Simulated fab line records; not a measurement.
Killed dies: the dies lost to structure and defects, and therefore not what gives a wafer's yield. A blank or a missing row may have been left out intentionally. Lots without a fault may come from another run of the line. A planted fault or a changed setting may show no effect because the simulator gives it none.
Chamber matching :: flow berkeley_cmos170 :: rie_si-02 running UCB170_GATE_ETCH_15: 4 sister chambers
The step etches poly-Si in HBr/Cl2, stops on SiO2, time 56.3 s, target depth 278.2 nm. 16 wafers are shown with their chamber, then 8 later ones without.

## WAFERS PAIRED WITH THEIR CHAMBERS
wafer: L237.1
chamber: 3
drypump_motor_current_A (A): 6.5
throttle_valve_pct (%): 26.28
oes_product_au (a.u.): 0.825

wafer: L237.5
chamber: 2
drypump_motor_current_A (A): 4.9
throttle_valve_pct (%): 26.84
oes_product_au (a.u.): 0.801

wafer: L237.6
chamber: 3
drypump_motor_current_A (A): 6.5
throttle_valve_pct (%): 26.29
oes_product_au (a.u.): 0.818

wafer: L240.1
chamber: 3
drypump_motor_current_A (A): 6.5
throttle_valve_pct (%): 26.28
oes_product_au (a.u.): 0.817

wafer: L240.2
chamber: 0
drypump_motor_current_A (A): 4.8
throttle_valve_pct (%): 26.30
oes_product_au (a.u.): 0.822

wafer: L240.6
chamber: 3
drypump_motor_current_A (A): 6.5
throttle_valve_pct (%): 26.27
oes_product_au (a.u.): 0.821

wafer: L249.2
chamber: 3
drypump_motor_current_A (A): 6.5
throttle_valve_pct (%): 26.27
oes_product_au (a.u.): 0.821

wafer: L249.3
chamber: 2
drypump_motor_current_A (A): 4.9
throttle_valve_pct (%): 26.81
oes_product_au (a.u.): 0.809

wafer: L249.5
chamber: 1
drypump_motor_current_A (A): 5.0
throttle_valve_pct (%): 26.69
oes_product_au (a.u.): 0.838

wafer: L251.2
chamber: 0
drypump_motor_current_A (A): 4.8
throttle_valve_pct (%): 26.28
oes_product_au (a.u.): 0.824

wafer: L251.3
chamber: 1
drypump_motor_current_A (A): 5.0
throttle_valve_pct (%): 26.67
oes_product_au (a.u.): 0.842

wafer: L251.4
chamber: 3
drypump_motor_current_A (A): 6.6
throttle_valve_pct (%): 26.29
oes_product_au (a.u.): 0.820

wafer: L253.1
chamber: 2
drypump_motor_current_A (A): 4.9
throttle_valve_pct (%): 26.83
oes_product_au (a.u.): 0.796

wafer: L253.3
chamber: 1
drypump_motor_current_A (A): 5.0
throttle_valve_pct (%): 26.69
oes_product_au (a.u.): 0.834

wafer: L253.6
chamber: 1
drypump_motor_current_A (A): 5.0
throttle_valve_pct (%): 26.67
oes_product_au (a.u.): 0.822

wafer: L256.2
chamber: 1
drypump_motor_current_A (A): 5.0
throttle_valve_pct (%): 26.68
oes_product_au (a.u.): 0.835

SIGNATURES, as means of the wafers listed above
reading: drypump_motor_current_A
chamber 0: 4.800
chamber 1: 5.000
chamber 2: 4.900
chamber 3: 6.517
scatter within a chamber: 0.0264

reading: throttle_valve_pct
chamber 0: 26.2900
chamber 1: 26.6800
chamber 2: 26.8267
chamber 3: 26.2800
scatter within a chamber: 0.0111

reading: oes_product_au
chamber 0: 0.82300
chamber 1: 0.83420
chamber 2: 0.80200
chamber 3: 0.82033
scatter within a chamber: 0.00542
Rule: for a wafer and a chamber, the distance is found by dividing, reading by reading, the gap between the wafer's reading and the chamber's mean by the reading's scatter, squaring, summing and taking the root. If the next closest chamber is less than 2 further off than the closest, the wafer can't be placed; otherwise it belongs to the closest. How the scatter is found: for the shown wafers, subtract from each reading the mean of its chamber, square and add these, divide the total by (wafers less chambers), then take the root.

## WAFERS WITHOUT THEIR CHAMBER
wafer: L256.4
drypump_motor_current_A (A): 4.9
throttle_valve_pct (%): 26.82
oes_product_au (a.u.): 0.815

wafer: L256.5
drypump_motor_current_A (A): 5.1
throttle_valve_pct (%): 26.68
oes_product_au (a.u.): 0.848

wafer: L259.1
drypump_motor_current_A (A): 4.8
throttle_valve_pct (%): 26.29
oes_product_au (a.u.): 0.808

wafer: L259.3
drypump_motor_current_A (A): 5.0
throttle_valve_pct (%): 26.67
oes_product_au (a.u.): 0.835

wafer: L259.4
drypump_motor_current_A (A): 6.5
throttle_valve_pct (%): 26.28
oes_product_au (a.u.): 0.819

wafer: L260.1
drypump_motor_current_A (A): 6.5
throttle_valve_pct (%): 26.28
oes_product_au (a.u.): 0.826

wafer: L260.3
drypump_motor_current_A (A): 5.0
throttle_valve_pct (%): 26.70
oes_product_au (a.u.): 0.848

wafer: L260.5
drypump_motor_current_A (A): 4.9
throttle_valve_pct (%): 26.83
oes_product_au (a.u.): 0.812

## THE CHAMBER EACH PASSED THROUGH
wafer: L256.4
from the rows above: 2
in truth: 2

wafer: L256.5
from the rows above: 1
in truth: 1

wafer: L259.1
from the rows above: 0
in truth: 0

wafer: L259.3
from the rows above: 1
in truth: 1

wafer: L259.4
from the rows above: 3
in truth: 3

wafer: L260.1
from the rows above: 3
in truth: 3

wafer: L260.3
from the rows above: 1
in truth: 1

wafer: L260.5
from the rows above: 2
in truth: 2
Correct placement for 8 of the 8. Left unplaced by these rows: 0. Wrongly placed: 0.
